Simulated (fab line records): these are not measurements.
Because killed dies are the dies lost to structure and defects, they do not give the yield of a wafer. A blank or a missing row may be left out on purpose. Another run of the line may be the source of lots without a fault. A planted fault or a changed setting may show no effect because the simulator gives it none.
What tool caused it? -- flow berkeley_cmos170 -- 15 lots, 45 wafers sampled, at 3 steps of a route of 331

WHAT THE GAUGES SHOWED, per wafer
UCB170_SDANNEAL_RS_MEAS_03: uses a four-point probe to measure. Usual: NSD_RS gives 37.29 ohm/sq (standard deviation 0.083).
lot,measured,on,NSD_RS (ohm/sq),flag
L468,day 6 19:37,film_metro-04,37.24 37.40 37.30,
L469,day 6 18:54,film_metro-03,37.27 37.29 37.36,
L470,day 6 19:48,film_metro-03,37.19 37.22 37.19,
L471,day 7 07:26,film_metro-04,37.30 37.23 37.33,
L472,day 7 07:38,film_metro-03,37.38 37.51 37.37,
L473,day 7 17:10,film_metro-03,37.19 37.23 37.25,
L475,day 8 13:22,film_metro-04,37.25 37.23 37.26,
L476,day 8 14:00,film_metro-02,37.25 37.26 37.26,
L479,day 8 15:52,film_metro-02,37.29 37.38 37.20,
L481,day 9 18:58,film_metro-02,- - -,OFF
L482,day 9 13:39,film_metro-03,- - -,OFF
L483,day 9 19:35,film_metro-04,- - -,OFF
L488,day 10 19:02,film_metro-03,37.26 37.33 37.26,
L489,day 11 05:36,film_metro-03,37.37 37.40 37.19,
L490,day 11 05:00,film_metro-03,37.11 37.20 37.20,

TOOL THAT RAN EACH LOT (tool first, then ch and the chambers of the sampled wafers, then the start)
lot,UCB170_PWELL_ETCH_14,UCB170_NSD_IMPLANT_08
L468,"rie_diel-02 ch 1,2, day 2 22:12","implanter-04 ch 0, day 6 18:01"
L469,"rie_diel-02 ch 0,1,3, day 3 05:25","implanter-02 ch 0, day 6 17:18"
L470,"rie_diel-02 ch 1,2, day 3 09:19","implanter-02 ch 0, day 6 18:07"
L471,"rie_diel-03 ch 1,2,3, day 3 13:42","implanter-04 ch 0, day 7 05:50"
L472,"rie_diel-01 ch 1,2,3, day 3 18:53","implanter-03 ch 0, day 7 06:05"
L473,"rie_diel-01 ch 0,1,2, day 4 00:13","implanter-04 ch 0, day 7 15:41"
L475,"rie_diel-01 ch 0,2,3, day 4 14:07","implanter-02 ch 0, day 8 11:16"
L476,"rie_diel-03 ch 2,3, day 4 18:16","implanter-03 ch 0, day 8 12:25"
L479,"rie_diel-03 ch 1,2,3, day 5 05:48","implanter-02 ch 0, day 8 14:02"
L481,"rie_diel-02 ch 1,2,3, day 5 20:50","implanter-02 ch 0, day 9 16:59"
L482,"rie_diel-03 ch 2,3, day 5 20:55","implanter-02 ch 0, day 9 12:12"
L483,"rie_diel-01 ch 1,3, day 6 03:15","implanter-02 ch 0, day 9 17:49"
L488,"rie_diel-02 ch 0,1,3, day 7 04:16","implanter-04 ch 0, day 10 15:26"
L489,"rie_diel-02 ch 2,3, day 7 08:46","implanter-04 ch 0, day 11 03:58"
L490,"rie_diel-01 ch 0,1,2, day 7 09:01","implanter-04 ch 0, day 11 03:16"
- UCB170_PWELL_ETCH_14: etches Si3N4 in CH3F/Ar/O2, stops on SiO2, target depth 242 nm, time 151 s.
- UCB170_NSD_IMPLANT_08

WHAT THE TOOLS THEMSELVES READ (means of the sampled wafers that have a number; where no wafer has one, the mark that the record gives instead)
UCB170_PWELL_ETCH_14. Usual: drypump_motor_current_A 5.6 A, standard deviation 0.46; oes_product_au 0.936 a.u., standard deviation 0.016; throttle_valve_pct 8.07 %, standard deviation 0.12.
lot,tool,drypump_motor_current_A (A),oes_product_au (a.u.),throttle_valve_pct (%),flag
L468,rie_diel-02,5.3,0.938,8.00,
L469,rie_diel-02,5.7,0.948,8.15,
L470,rie_diel-02,5.3,0.944,8.00,
L471,rie_diel-03,5.3,0.935,7.98,
L472,rie_diel-01,5.8,0.926,8.14,
L473,rie_diel-01,5.3,0.928,8.11,
L475,rie_diel-01,5.6,0.934,8.05,
L476,rie_diel-03,5.1,0.948,8.04,
L479,rie_diel-03,5.2,0.938,7.98,
L481,rie_diel-02,5.5,0.935,8.01,
L482,rie_diel-03,5.3,0.941,8.06,
L483,rie_diel-01,6.0,0.925,8.13,
L488,rie_diel-02,5.7,0.937,8.14,
L489,rie_diel-02,5.5,0.926,7.96,
L490,rie_diel-01,5.2,0.915,8.11,

UCB170_NSD_IMPLANT_08. Usual: dose_ions_cm2 3.001e+15, standard deviation 3.6e+12; tilt_deg 6.998 degrees, standard deviation 0.017.
lot,tool,dose_ions_cm2,tilt_deg (degrees),flag
L468,implanter-04,3.001e+15,7.022,
L469,implanter-02,3.005e+15,6.996,
L470,implanter-02,3.003e+15,7.002,
L471,implanter-04,2.999e+15,7.007,
L472,implanter-03,2.998e+15,6.980,
L473,implanter-04,3.000e+15,6.995,
L475,implanter-02,3.001e+15,6.993,
L476,implanter-03,3.001e+15,6.984,
L479,implanter-02,3.001e+15,7.011,
L481,implanter-02,2.996e+15,5.579,OFF
L482,implanter-02,3.005e+15,5.569,OFF
L483,implanter-02,3.001e+15,5.597,OFF
L488,implanter-04,3.001e+15,6.999,
L489,implanter-04,2.997e+15,7.003,
L490,implanter-04,3.004e+15,6.990,

THE ANSWER, worked out from the rows above alone
Rule: take the mean of a lot's wafers that have a number; if it is more than 3 standard deviations from the usual mean, the lot is off. A lot without any number at a reading at which 4 lots or more have one is off too. Where the step has rows for the other lots, those lots are counted as sound. After the gauges, taken in route order, come the tools' own readings; for these a lot's mean is taken, as printed above. The first step at which some lot is off is used, and at that step the reading that is off furthest; a lot without a number counts as furthest.
Off: L481, L482, L483, at UCB170_SDANNEAL_RS_MEAS_03 (NSD_RS). Without a number there: L481, L482, L483.
A tool fits if, at a process step before that reading, it ran every lot that is off, and no sound lot after the first of them. Not tried: the gauges at UCB170_SDANNEAL_RS_MEAS_03; whatever is off there is also off at UCB170_NSD_IMPLANT_08, on other tools, and gauge error can't account for it. One candidate fits, namely implanter-02 at UCB170_NSD_IMPLANT_08. A fault onset in the window from L479 (day 8 14:02, its last sound lot) to L482 (day 9 12:12, its first lot off) fits.
The tool's own readings at UCB170_NSD_IMPLANT_08 bear it out: on the lots that are off they differ by more than 5 times the standard deviation of the sound lots' means. tilt_deg reads 5.582 degrees there against 6.998 degrees on the sound lots.

WHAT THE SIMULATOR HAD INSERTED
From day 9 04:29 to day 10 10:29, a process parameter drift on implanter-02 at UCB170_NSD_IMPLANT_08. A move of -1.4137 in setting tilt_deg, from 7. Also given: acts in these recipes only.
Struck lots among those shown: L482, L481, L483. This agrees with what the rule above found.
